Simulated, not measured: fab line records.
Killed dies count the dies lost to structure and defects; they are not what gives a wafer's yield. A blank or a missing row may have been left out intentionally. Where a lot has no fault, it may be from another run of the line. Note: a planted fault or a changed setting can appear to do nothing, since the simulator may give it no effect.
fab line records -- flow ritCmos
record lots=13, wafers=39, lastDay=8
route steps=202 shown PRETRO@73 M1@202
lots that met no fault: from a run of the same line without faults
startH: hours from the record's opening day to when the first of the lot's shown wafers began -- waitH: time in hours since the lot's previous step -- " as in the row above -- L1.1+2: a single row standing in for several wafers -- - no value, or no start was given -- * or withheld: withheld -- < > ~ a bound
route shown NAME@n: NAME is a module with steps in the file, n the number in the route of the first one -- usual: mean/standard deviation taken from wafers without a fault -- same: alike in all rows -- chamber/n: place in a boat -- sites: readings site by site -- _std_site: how widely they spread, as a standard deviation -- _edge_site: mean of outer sites minus mean of inner sites -- radiusMm: for every site, how far away it sits from the centre of the wafer -- mask NAME#n: copy n -- behind: the most recent tool/chamber to have shaped the wafer -- hold: cause of the lot's hold/its duration in hours/its outcome -- device: whichever transistor did not switch (one of n, p or np) -- end of line: tests of these same wafers at the route's end -- a step given without rows: its recipe and nothing more -- killed: count of dies lost to structure and defects at first sort (not the wafer's yield) -- map: a wafer's dies, x killed, . not, _ none there
set.NAME: the setting as run; set.NAME@STEP: as run at that earlier step -- model.NAME: the simulator's own value behind a step, which no gauge read
steps of the route over a sample of lots; a table a step, a row a wafer
services: when a tool's chamber went out of use (startH, in hours from the record's first day, below 0 if earlier), for how many hours, and the reason
## steps
# step RIT_PRETRO_STRIP_09
# recipe chemistry=O2, timeS=180, resist=NOVOLAK, platenTempC=withheld, powerW=500, pressureMtorr=4000, o2FlowSccm=4000
# usual drypumpMotorCurrentA=5.9/0.48, runLengthS=208.3/0.35
lot.wafer,tool,chamber,startH,waitH,drypumpMotorCurrentA,rfHoursCounterH,runLengthS
L203.1,plasmaAsher-04,0,33.39,0.1,5.4,39,208.6
L203.5,plasmaAsher-04,1,33.39,0.1,6.1,-,209.0
L203.6,plasmaAsher-04,0,33.39,0.1,5.4,-,208.0
L206.4,plasmaAsher-02,0,49.01,0.1,6.6,-,208.7
L206.5,plasmaAsher-02,0,49.01,0.1,6.6,-,208.5
L206.6,plasmaAsher-02,1,49.01,0.1,5.5,-,208.0
L207.2,plasmaAsher-04,0,54.54,0.1,5.4,40,207.9
L207.5,plasmaAsher-04,1,54.54,0.1,6.1,-,208.3
L207.6,plasmaAsher-04,0,54.54,0.1,5.4,-,208.1
L208.2,plasmaAsher-04,0,59.56,0.1,5.4,41,208.3
L208.4,plasmaAsher-04,0,59.56,0.1,5.4,-,207.8
L208.6,plasmaAsher-04,1,59.56,0.1,6.1,-,208.3
L209.3,plasmaAsher-02,1,63.65,0.1,5.5,-,207.9
L209.4,plasmaAsher-02,0,63.65,0.1,6.6,-,208.9
L209.6,plasmaAsher-02,0,63.65,0.1,6.6,-,208.4
L210.1,plasmaAsher-01,1,68.80,0.1,5.9,43,208.8
L210.2,plasmaAsher-01,0,68.80,0.1,5.4,43,208.5
L210.3,plasmaAsher-01,1,68.80,0.1,5.9,-,208.1
L212.2,plasmaAsher-01,1,81.91,0.1,5.9,44,208.1
L212.3,plasmaAsher-01,0,81.91,0.1,5.4,-,208.5
L212.5,plasmaAsher-01,0,81.91,0.1,5.4,-,208.5
L215.1,plasmaAsher-04,1,95.97,0.1,6.1,44,208.4
L215.2,plasmaAsher-04,0,95.97,0.1,5.4,44,208.1
L215.4,plasmaAsher-04,0,95.97,0.1,5.4,-,208.2
L216.1,plasmaAsher-04,0,100.87,0.1,5.4,45,208.0
L216.3,plasmaAsher-04,1,100.87,0.1,6.1,-,208.3
L216.5,plasmaAsher-04,1,100.87,0.1,6.1,-,208.7
L217.2,plasmaAsher-04,1,110.38,0.1,6.1,46,27.4
L217.3,plasmaAsher-04,1,110.38,0.1,6.1,-,27.2
L217.4,plasmaAsher-04,0,110.38,0.1,5.4,-,27.1
L219.2,plasmaAsher-02,0,116.78,0.1,6.6,48,208.6
L219.5,plasmaAsher-02,1,116.78,0.1,5.5,-,207.7
L219.6,plasmaAsher-02,0,116.78,0.1,6.6,-,209.0
L222.2,plasmaAsher-02,0,134.28,0.1,6.6,49,208.5
L222.4,plasmaAsher-02,0,134.28,0.1,6.6,-,208.8
L222.5,plasmaAsher-02,1,134.28,0.1,5.5,-,207.8
L226.3,plasmaAsher-02,1,161.85,0.1,5.4,-,208.2
L226.4,plasmaAsher-02,0,161.85,0.1,6.6,-,208.4
L226.5,plasmaAsher-02,0,161.85,0.1,6.6,-,208.5
# step RIT_M1_PROBE_99
# usual killedAtFrontEnd=7/3.1, killedDies=7/3.1, killedOnRim=1.9/1.3, killedOpen=3.3/1.9, killedShort=3.9/2.1
# same grossDies=264, killed_at_M0_to_M3=0, killed_at_M4_up=0, killedAtBackSide=0, killedAtContacts=0, killedAtOther=0
lot.wafer,tool,chamber,startH,waitH,killedAtFrontEnd,killedDies,killedOnRim,killedOpen,killedShort
L203.1,prober-01,-,58.97,0.1,8,8,5,5,3
L203.5,prober-01,-,59.17,0.2,8,8,1,6,2
L203.6,prober-01,-,59.22,0.2,9,9,3,3,6
L206.4,prober-02,-,79.47,0.2,7,7,1,4,3
L206.5,prober-02,-,79.52,0.2,9,9,2,6,3
L206.6,prober-02,-,79.57,0.2,4,4,1,2,2
L207.2,prober-01,-,85.44,0.1,10,10,2,4,6
L207.5,prober-01,-,85.59,0.2,3,3,1,2,1
L207.6,prober-01,-,85.64,0.2,6,6,2,4,2
L208.2,prober-02,-,88.62,0.1,6,6,2,4,2
L208.4,prober-02,-,88.72,0.2,4,4,2,2,2
L208.6,prober-02,-,88.82,0.2,4,4,2,1,3
L209.3,prober-01,-,93.56,0.2,4,4,1,2,2
L209.4,prober-01,-,93.61,0.2,7,7,2,4,3
L209.6,prober-01,-,93.71,0.2,9,9,2,5,4
L210.1,prober-02,-,98.24,0.1,4,4,1,1,3
L210.2,prober-02,-,98.29,0.1,5,5,2,3,2
L210.3,prober-02,-,98.34,0.2,6,6,3,2,4
L212.2,prober-02,-,111.02,0.1,1,1,0,0,1
L212.3,prober-02,-,111.07,0.2,6,6,1,1,5
L212.5,prober-02,-,111.17,0.2,8,8,0,5,3
L215.1,prober-01,-,122.41,0.1,8,8,1,5,3
L215.2,prober-01,-,122.46,0.1,4,4,1,2,2
L215.4,prober-01,-,122.56,0.2,8,8,3,3,5
L216.1,prober-02,-,128.92,0.1,7,7,3,4,3
L216.3,prober-02,-,129.02,0.2,3,3,2,1,2
L216.5,prober-02,-,129.12,0.2,6,6,0,2,4
L217.2,prober-02,-,145.27,0.1,264,264,70,2,2
L217.3,prober-02,-,145.32,0.2,264,264,70,0,9
L217.4,prober-02,-,145.37,0.2,264,264,70,2,3
L219.2,prober-01,-,152.25,0.1,6,6,3,3,3
L219.5,prober-01,-,152.40,0.2,5,5,2,2,3
L219.6,prober-01,-,152.45,0.2,5,5,2,2,3
L222.2,prober-02,-,169.79,0.1,7,7,2,5,2
L222.4,prober-02,-,169.89,0.2,17,17,5,8,9
L222.5,prober-02,-,169.94,0.2,11,11,3,5,6
L226.3,prober-01,-,195.90,0.2,7,7,2,5,2
L226.4,prober-01,-,195.95,0.2,8,8,1,1,7
L226.5,prober-01,-,196.00,0.2,7,7,3,5,2
# killed by level:class
L203.1 FOX1:geometricParticle:short=2 GATE:geometricParticle:open=2 FOX1:geometricParticle:open=1 REOX:geometricParticle:open=1 SPACER:geometricParticle:open=1 SPACER:geometricParticle:short=1
L203.5 GATE:geometricParticle:open=2 SPACER:geometricParticle:open=2 REOX:geometricParticle:open=1 REOX:geometricParticle:short=1 SPACER:geometricParticle:short=1 SILICIDE:geometricParticle:open=1
L203.6 SILICIDE:geometricParticle:short=3 GATE:geometricParticle:short=2 SPACER:geometricParticle:open=2 FOX2:geometricParticle:open=1 SPACER:geometricParticle:short=1
L206.4 REOX:geometricParticle:short=2 REOX:geometricParticle:open=2 FOX1:geometricParticle:short=1 GATE:geometricParticle:open=1 SILICIDE:geometricParticle:open=1
L206.5 GATE:geometricParticle:open=3 FOX1:geometricParticle:open=2 FOX1:geometricParticle:short=2 REOX:geometricParticle:open=1 REOX:geometricParticle:short=1
L206.6 GATE:geometricParticle:short=2 FOX1:geometricParticle:open=1 REOX:geometricParticle:open=1
L207.2 GATE:geometricParticle:short=3 FOX1:geometricParticle:open=1 FOX2:geometricParticle:short=1 GATE:geometricParticle:open=1 REOX:geometricParticle:open=1 REOX:geometricParticle:short=1 SPACER:geometricParticle:open=1 SILICIDE:geometricParticle:short=1
L207.5 FOX2:geometricParticle:open=1 GATE:geometricParticle:short=1 SPACER:geometricParticle:open=1
L207.6 FOX1:geometricParticle:short=1 FOX1:geometricParticle:open=1 GATE:geometricParticle:short=1 GATE:geometricParticle:open=1 REOX:geometricParticle:open=1 SILICIDE:geometricParticle:open=1
L208.2 REOX:geometricParticle:open=2 FOX1:geometricParticle:short=1 FOX2:geometricParticle:open=1 GATE:geometricParticle:open=1 SILICIDE:geometricParticle:short=1
L208.4 GATE:geometricParticle:open=2 GATE:geometricParticle:short=1 SPACER:geometricParticle:short=1
L208.6 REOX:geometricParticle:short=2 GATE:geometricParticle:short=1 GATE:geometricParticle:open=1
L209.3 GATE:geometricParticle:short=2 GATE:geometricParticle:open=1 SPACER:geometricParticle:open=1
L209.4 FOX1:geometricParticle:open=2 FOX1:geometricParticle:short=1 GATE:geometricParticle:short=1 GATE:geometricParticle:open=1 SPACER:geometricParticle:open=1 SPACER:geometricParticle:short=1
L209.6 GATE:geometricParticle:open=3 FOX1:geometricParticle:short=1 FOX1:geometricParticle:open=1 GATE:geometricParticle:short=1 SPACER:geometricParticle:open=1 SPACER:geometricParticle:short=1 SILICIDE:geometricParticle:short=1
L210.1 FOX1:geometricParticle:short=1 GATE:geometricParticle:short=1 SPACER:geometricParticle:open=1 SPACER:geometricParticle:short=1
L210.2 GATE:geometricParticle:open=3 SPACER:geometricParticle:short=2
L210.3 SPACER:geometricParticle:short=2 FOX1:geometricParticle:open=1 GATE:geometricParticle:short=1 REOX:geometricParticle:short=1 SPACER:geometricParticle:open=1
L212.2 GATE:geometricParticle:short=1
L212.3 GATE:geometricParticle:short=2 SILICIDE:geometricParticle:short=2 FOX2:geometricParticle:open=1 SPACER:geometricParticle:short=1
L212.5 FOX1:geometricParticle:open=2 GATE:geometricParticle:short=2 ACTIVE:geometricParticle:open=1 GATE:geometricParticle:open=1 REOX:geometricParticle:open=1 SILICIDE:geometricParticle:short=1
L215.1 FOX1:geometricParticle:open=2 GATE:geometricParticle:open=2 FOX1:geometricParticle:short=1 FOX2:geometricParticle:short=1 REOX:geometricParticle:open=1 REOX:geometricParticle:short=1
L215.2 GATE:geometricParticle:short=1 GATE:geometricParticle:open=1 SPACER:geometricParticle:open=1 SILICIDE:geometricParticle:short=1
L215.4 SILICIDE:geometricParticle:short=4 SILICIDE:geometricParticle:open=2 FOX1:geometricParticle:short=1 REOX:geometricParticle:open=1
L216.1 GATE:geometricParticle:open=3 GATE:geometricParticle:short=2 SPACER:geometricParticle:open=1 SPACER:geometricParticle:short=1
L216.3 FOX1:geometricParticle:short=2 SPACER:geometricParticle:open=1
L216.5 SILICIDE:geometricParticle:short=2 SILICIDE:geometricParticle:open=2 FOX1:geometricParticle:short=1 REOX:geometricParticle:short=1
L217.2 GATE:areaOxidation=260 ACTIVE:geometricParticle:open=1 GATE:geometricParticle:open=1 GATE:geometricParticle:short=1 SILICIDE:geometricParticle:short=1
L217.3 GATE:areaOxidation=253 GATE:geometricParticle:short=6 FOX2:geometricParticle:short=2 PWELL:coatMicrobubblePrinted=2 FOX1:geometricParticle:short=1
L217.4 GATE:areaOxidation=258 SILICIDE:geometricParticle:short=2 FOX2:geometricParticle:short=1 REOX:geometricParticle:open=1 SILICIDE:geometricParticle:open=1 PWELL:coatMicrobubblePrinted=1
L219.2 REOX:geometricParticle:short=2 SILICIDE:geometricParticle:open=2 GATE:geometricParticle:open=1 SILICIDE:geometricParticle:short=1
L219.5 FOX1:geometricParticle:short=1 FOX2:geometricParticle:open=1 GATE:geometricParticle:open=1 GATE:geometricParticle:short=1 SPACER:geometricParticle:short=1
L219.6 FOX1:geometricParticle:short=1 GATE:geometricParticle:short=1 GATE:geometricParticle:open=1 REOX:geometricParticle:short=1 SPACER:geometricParticle:open=1
L222.2 GATE:geometricParticle:open=2 REOX:geometricParticle:open=2 REOX:geometricParticle:short=1 SILICIDE:geometricParticle:short=1 SILICIDE:geometricParticle:open=1
L222.4 REOX:geometricParticle:open=4 GATE:geometricParticle:short=3 REOX:geometricParticle:short=3 FOX1:geometricParticle:short=2 FOX1:geometricParticle:open=1 FOX2:geometricParticle:short=1 GATE:geometricParticle:open=1 SPACER:geometricParticle:open=1
L222.5 GATE:geometricParticle:short=3 REOX:geometricParticle:open=2 FOX1:geometricParticle:open=1 FOX2:geometricParticle:short=1 GATE:geometricParticle:open=1 REOX:geometricParticle:short=1 SPACER:geometricParticle:open=1 SILICIDE:geometricParticle:short=1
L226.3 GATE:geometricParticle:open=4 GATE:geometricParticle:short=2 FOX2:geometricParticle:open=1
L226.4 SPACER:geometricParticle:short=3 GATE:geometricParticle:short=2 REOX:geometricParticle:short=1 SILICIDE:geometricParticle:short=1 SILICIDE:geometricParticle:open=1
L226.5 GATE:geometricParticle:open=4 FOX1:geometricParticle:open=1 GATE:geometricParticle:short=1 SPACER:geometricParticle:short=1
## services
tool,chamber,startH,hours,kind
plasmaAsher-04,-,35.24,10.0,pm
plasmaAsher-02,-,44.58,1.2,repair
plasmaAsher-04,-,47.58,3.2,repair
plasmaAsher-02,-,92.16,14.6,pm
plasmaAsher-01,-,108.75,9.0,pm
plasmaAsher-01,0,108.75,9.0,ventCycle
plasmaAsher-01,1,108.75,9.0,ventCycle
plasmaAsher-04,-,116.94,2.9,repair
plasmaAsher-01,0,117.75,-,clean
plasmaAsher-01,1,117.75,-,clean
## key
firstSign step=RIT_PRETRO_STRIP_09, reading=runLengthS, direction=down, sigmas=99+, usual=*, struck=*
effect step=RIT_M1_PROBE_99, reading=killedAtFrontEnd, direction=up, sigmas=84, usual=7, struck=264
moreKillsBornAt RIT_GATE_OXIDATION_05@furnace-03=771
metAt RIT_PRETRO_STRIP_09
struckLots L217
laterRowsLeftOut L217.2,L217.3,L217.4
testerLeftOut L217
onsetBetween 100.87 110.38
fault kind=stripAborted, tool=plasmaAsher-04, chamber=-, onsetH=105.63, steps=RIT_PRETRO_STRIP_09, offset=0.85, endH=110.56
# testerLeftOut: of these lots the tester's yield and bins aren't shown, on N5 and GAA mostly nor the transistor test; their killed dies are dies lost to structure and defects alone, not to doping, threshold or leakage, so they don't give the yield
# laterRowsLeftOut: the simulator's readings of these wafers behind a module that went badly wrong aren't trusted and aren't shown, but for the sort
